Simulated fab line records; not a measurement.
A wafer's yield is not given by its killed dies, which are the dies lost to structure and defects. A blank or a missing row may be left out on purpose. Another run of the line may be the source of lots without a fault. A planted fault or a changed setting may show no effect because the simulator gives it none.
Split-lot study -- flow berkeley cmos170 -- route with 331 steps; 5 lots, 23 wafers read

SPLIT DETAILS
At UCB170_PFIELD_IMPLANT_07, the setting energy kev was moved away from the recipe's 80 on 6 of the 23 wafers read, by +1.8% to +4.2%. All remaining wafers had this setting at the recipe value.

Reading taken at the split's own step.

THE READING
implant.drp nm (the simulator's own value, which no gauge read), in nm, at UCB170_PFIELD_IMPLANT_07. The file does not state a usual value for it.

wafer,"tool, chamber at the split",energy kev as run,against the recipe,"implant.drp nm, nm",against lot-mates on the recipe
L074.1,"implanter-04, 0",80,recipe,74.86,-
L074.2,"implanter-04, 0",80,recipe,74.86,-
L074.4,"implanter-04, 0",80,recipe,74.86,-
L074.5,"implanter-04, 0",80,recipe,74.86,-
L074.6,"implanter-04, 0",80,recipe,74.86,-
L076.1,"implanter-03, 0",80,recipe,74.86,-
L076.2,"implanter-03, 0",80,recipe,74.86,-
L076.3,"implanter-03, 0",83.33,+4.2%,76.3,+1.44
L076.4,"implanter-03, 0",83.33,+4.2%,76.3,+1.44
L076.6,"implanter-03, 0",83.33,+4.2%,76.3,+1.44
L081.1,"implanter-03, 0",81.4,+1.8%,75.47,+0.61
L081.2,"implanter-03, 0",81.4,+1.8%,75.47,+0.61
L081.5,"implanter-03, 0",81.4,+1.8%,75.47,+0.61
L081.3,"implanter-03, 0",80,recipe,74.86,-
L081.6,"implanter-03, 0",80,recipe,74.86,-
L084.1,"implanter-03, 0",80,recipe,74.86,-
L084.3,"implanter-03, 0",80,recipe,74.86,-
L084.4,"implanter-03, 0",80,recipe,74.86,-
L084.5,"implanter-03, 0",80,recipe,74.86,-
L084.6,"implanter-03, 0",80,recipe,74.86,-
L082.1,"implanter-04, 0",80,recipe,74.86,-
L082.2,"implanter-04, 0",80,recipe,74.86,-
L082.4,"implanter-04, 0",80,recipe,74.86,-

FIT RESULTS
A straight line over all 23 wafers: implant.drp nm changes by +0.346 nm for each +1% of energy kev; r = +1.00; the points scatter about the line by 0.0016 nm.
The same after taking each lot's own level away (the mean of its wafers on the recipe; 23 wafers): +0.346 nm for each +1%; r = +1.00; scatter 0.0016 nm.
That fit puts the effect of the largest move of energy kev on the reading at 1.4 nm.
The lots' own levels span 74.860 to 74.860 nm.
The two slopes are in agreement: the lot-to-lot level therefore moves the slope only a little.
Check: +1.44 nm against its lot-mates is what the line predicts for one of the wafers moved furthest among these (+4.2%) when that wafer is left out of the fit. It came out at +1.44 nm against them.

FURTHER SPLITS ON THESE WAFERS
Before the reading, these wafers also passed through other splits. Each is held against what the fit with the lots' levels taken away leaves over:
other split on the same wafers,wafers away from the commonest value,r with implant.drp nm (lot level and that fit taken away)
UCB170_START_OXIDATION_02 temp c,15,+0.53
UCB170_NWELL_COAT_07 spin rpm,8,-0.08
UCB170_NWELL_IMPLANT_14 dose cm2,6,-0.31
UCB170_PWELL_CVD_05 sih2cl2 flow sccm,10,-0.45
UCB170_ACTIVE_OXIDATION_02 ox time s,18,-0.54
UCB170_ACTIVE_PEB_11 peb temp c,11,+0.08

THE WHOLE CHAIN: every reading that the file lists as answering this split, in the file's order
step,what it does,reading,change (the file's fit),r (the file's)
UCB170_PFIELD_IMPLANT_07,,"implant.rp nm (the simulator's own value, which no gauge read)",+2.17 nm for each +1% of the setting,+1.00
UCB170_PFIELD_IMPLANT_07,,"implant.drp nm (the simulator's own value, which no gauge read)",+0.347 nm for each +1% of the setting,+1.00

FILE'S OWN FIT
implant.drp nm changes by +0.347 nm for each +1% of energy kev, r = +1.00.
